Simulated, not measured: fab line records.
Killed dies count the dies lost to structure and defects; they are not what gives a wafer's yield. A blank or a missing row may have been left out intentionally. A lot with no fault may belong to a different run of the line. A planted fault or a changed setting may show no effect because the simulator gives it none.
fab line records	flow rit-cmos
[record] lots = 14	wafers = 42	last-day = 7
route steps=202 shown GATE@95
lots with no fault: from the same line, run without faults
start-h: the number of hours between the record's first day and the start of the first shown wafer of the lot	wait-h: hours from the lot's prior step to this one	" as in the row above	L1.1+2: one row covering several wafers at once	- value missing, or start not given	* or withheld: withheld	< > ~ a bound
route shown NAME@n: a module of which the file shows steps, and the number in the route of the first	usual: mean and standard deviation over wafers with no fault	same: alike in all rows	chamber/n: place in a boat	sites: each site's reading	_std_site: the standard deviation of these	_edge_site: the outer-site mean with the inner-site mean subtracted	radius-mm: for every site, how far away it sits from the centre of the wafer	mask NAME#n: copy n	behind: the last tool/chamber to shape the wafer	hold: why the lot was held/for how many hours/how that ended	device: the transistor (n, p or np) that didn't switch	end of line: at the end of the route, the tests of the same wafers	where a step has no rows: the recipe by itself	killed: dies lost to structure and defects at the first sort, not the wafer's yield	map: shows each die of a wafer: x if killed, . if not, _ if none is there
set.NAME: the setting the step ran with; set.NAME@STEP: the setting that earlier step ran with	model.NAME: the simulator's own value behind a step, which no gauge read
one table for each step of the route and one row for each wafer, over a sample of lots
services: when a tool's chamber went out of use (start-h, in hours from the record's first day, below 0 if earlier), for how many hours, and the reason
[[steps]]
[step RIT_GATE_ETCH_19]
[recipe] chemistry = SF6/CHF3/O2	time-s = 165	SF6_flow_sccm = 30	CHF3_flow_sccm = 30	O2_flow_sccm = 5	target = poly-Si	pressure-mtorr = 40	rf-w = 160	target-depth-a = 3125	over-etch-frac = 0.25	stop-on = SiO2
[usual] CHF3_flow_sccm = 30.01/0.083	O2_flow_sccm = 5.001/0.014	drypump-motor-current-A = 5.5/0.54	oes-product-au = 0.849/0.014	throttle-valve-pct = 10.26/0.15
lot.wafer	tool	chamber	start-h	wait-h	CHF3_flow_sccm	O2_flow_sccm	drypump-motor-current-A	oes-product-au	rf-hours-counter-h	throttle-valve-pct
L986.4	rie-si-02	0	42.35	0.1	29.99	5.008	6.1	0.836	-	10.06
L986.5	"	1	"	"	29.88	4.984	4.9	0.860	-	10.30
L986.6	"	2	"	"	30.06	5.001	5.0	0.860	-	10.08
L988.3	rie-si-02	2	52.98	0.1	30.01	5.012	5.0	0.860	77	10.05
L988.4	"	3	"	"	29.98	4.992	5.4	0.848	100	10.35
L988.5	"	0	"	"	30.13	4.983	6.1	0.827	-	10.06
L989.1	rie-si-01	1	57.56	0.1	29.87	5.011	5.8	0.828	157	10.43
L989.4	"	2	"	"	30.06	5.000	5.6	0.869	140	10.25
L989.6	"	3	"	"	30.11	5.007	5.6	0.865	-	10.46
L990.2	rie-si-02	2	61.52	0.1	29.95	4.982	5.0	0.846	77	10.05
L990.4	"	0	"	"	29.98	4.972	6.1	0.825	66	10.07
L990.5	"	1	"	"	30.02	5.011	4.9	0.853	-	10.30
L991.1	rie-si-01	3	66.29	0.1	29.99	5.000	5.6	0.856	42	10.44
L991.2	"	0	"	"	29.99	4.994	6.5	0.864	82	10.38
L991.6	"	2	"	"	30.04	4.983	5.7	0.862	-	10.26
L993.3	rie-si-01	3	77.59	0.1	30.17	5.009	5.6	0.863	42	10.46
L993.5	"	2	"	"	29.96	4.993	5.7	0.869	-	10.26
L993.6	"	3	"	"	29.95	4.965	5.6	0.865	-	10.46
L995.2	rie-si-01	3	86.96	0.1	30.18	5.013	5.6	0.865	42	10.45
L995.5	"	2	"	"	30.00	5.007	5.6	0.867	-	10.27
L995.6	"	3	"	"	30.17	5.013	5.6	0.868	-	10.46
L996.2	rie-si-02	0	91.00	0.1	-	-	-	-	-	-
L996.5	"	2	"	"	-	-	-	-	-	-
L996.6	"	1	"	"	-	-	-	-	-	-
L997.2	rie-si-01	2	97.04	0.1	-	-	-	-	-	-
L997.4	"	2	"	"	-	-	-	-	-	-
L997.6	"	3	"	"	-	-	-	-	-	-
L104.1	rie-si-02	1	131.75	0.1	29.95	4.999	4.9	0.846	2	10.29
L104.4	"	2	"	"	29.95	5.006	5.0	0.841	78	10.05
L104.6	"	1	"	"	29.99	5.013	4.9	0.848	-	10.30
L105.2	rie-si-02	0	136.77	0.1	30.03	4.994	6.1	0.828	67	10.07
L105.3	"	3	"	"	30.05	4.988	5.4	0.850	101	10.38
L105.5	"	2	"	"	29.99	5.008	5.0	0.860	-	10.07
L106.2	rie-si-02	3	141.87	0.1	29.92	4.974	5.3	0.841	101	10.37
L106.3	"	2	"	"	30.07	4.994	5.0	0.856	78	10.07
L106.6	"	1	"	"	30.10	5.013	4.9	0.863	-	10.32
L107.1	rie-si-01	2	146.94	0.1	29.93	4.995	5.7	0.864	140	10.27
L107.3	"	1	"	"	29.92	5.014	5.8	0.846	0	10.44
L107.4	"	0	"	"	30.13	5.000	6.5	0.853	83	10.38
L108.1	rie-si-02	0	151.10	0.1	30.03	5.013	6.1	0.831	67	10.07
L108.2	"	3	"	"	29.89	4.998	5.3	0.854	101	10.35
L108.3	"	2	"	"	29.77	5.007	5.0	0.853	78	10.07
[step RIT_GATE_CD_MEAS_90]
[recipe] target-cd-nm = 150
[usual] cd-nm = 149.9/2.3
lot.wafer	tool	chamber	start-h	wait-h	cd-nm
L986.4	cd-sem-02	-	42.64	0.1	144.8
L986.5	"	-	"	"	146.5
L986.6	"	-	"	"	145.5
L988.3	cd-sem-02	-	53.30	0.1	153.5
L988.4	"	-	"	"	152.3
L988.5	"	-	"	"	150.8
L989.1	cd-sem-02	-	57.84	0.1	146.3
L989.4	"	-	"	"	150.5
L989.6	"	-	"	"	148.3
L990.2	cd-sem-02	-	61.82	0.1	148.8
L990.4	"	-	"	"	150.2
L990.5	"	-	"	"	146.6
L991.1	cd-sem-02	-	66.57	0.1	150.4
L991.2	"	-	"	"	147.6
L991.6	"	-	"	"	149.3
L993.3	cd-sem-02	-	77.91	0.1	148.6
L993.5	"	-	"	"	149.7
L993.6	"	-	"	"	148.6
L995.2	cd-sem-01	-	87.27	0.1	150.4
L995.5	"	-	"	"	147.0
L995.6	"	-	"	"	150.1
L996.2	cd-sem-02	-	91.30	0.1	-
L996.5	"	-	"	"	-
L996.6	"	-	"	"	-
L997.2	cd-sem-01	-	97.34	0.1	-
L997.4	"	-	"	"	-
L997.6	"	-	"	"	-
L104.1	cd-sem-02	-	132.03	0.1	149.2
L104.4	"	-	"	"	148.1
L104.6	"	-	"	"	149.1
L105.2	cd-sem-01	-	137.07	0.1	151.1
L105.3	"	-	"	"	153.1
L105.5	"	-	"	"	152.9
L106.2	cd-sem-01	-	142.18	0.1	147.6
L106.3	"	-	"	"	148.7
L106.6	"	-	"	"	149.3
L107.1	cd-sem-02	-	147.22	0.1	150.2
L107.3	"	-	"	"	149.7
L107.4	"	-	"	"	147.7
L108.1	cd-sem-02	-	151.38	0.1	150.2
L108.2	"	-	"	"	151.4
L108.3	"	-	"	"	152.7
[[services]]
tool	chamber	start-h	hours	kind
rie-si-02	3	40.15	11.3	repair
rie-si-01	1	78.40	-	clean
rie-si-01	1	78.40	29.2	scheduled-down
rie-si-01	1	78.40	29.2	vent-cycle
rie-si-02	-	86.24	0.4	repair
rie-si-01	-	116.28	28.1	pm
rie-si-01	2	148.16	5.4	repair
[[key]]
[first-sign] step = RIT_GATE_ETCH_19	reading = tool-record	direction = missing
[effect] step = RIT_GATE_CD_MEAS_90	reading = cd-nm	direction = missing
met-at RIT_GATE_ETCH_19
struck-lots L996,L997
later-rows-left-out L996.2,L996.5,L996.6,L997.2,L997.4,L997.6
sort-left-out L996.2,L996.5,L996.6,L997.2,L997.4,L997.6
tester-left-out L996,L997
onset-between 86.96 91.00
[fault] kind = skipped-step-whole	tool = rie-si-01,rie-si-02	chamber = -	onset-h = 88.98	steps = RIT_GATE_ETCH_19	scope = struck-lots-only
// tester-left-out: of these lots the tester's yield and bins aren't shown, on N5 and GAA mostly nor the transistor test; their killed dies are dies lost to structure and defects alone, not to doping, threshold or leakage, so they don't give the yield
// sort-left-out: the simulated sort isn't trusted on such a fault, so these wafers' sort isn't shown, and their yield isn't known
// later-rows-left-out: the simulator's readings of these wafers behind a module that went badly wrong aren't trusted and aren't shown, but for the sort
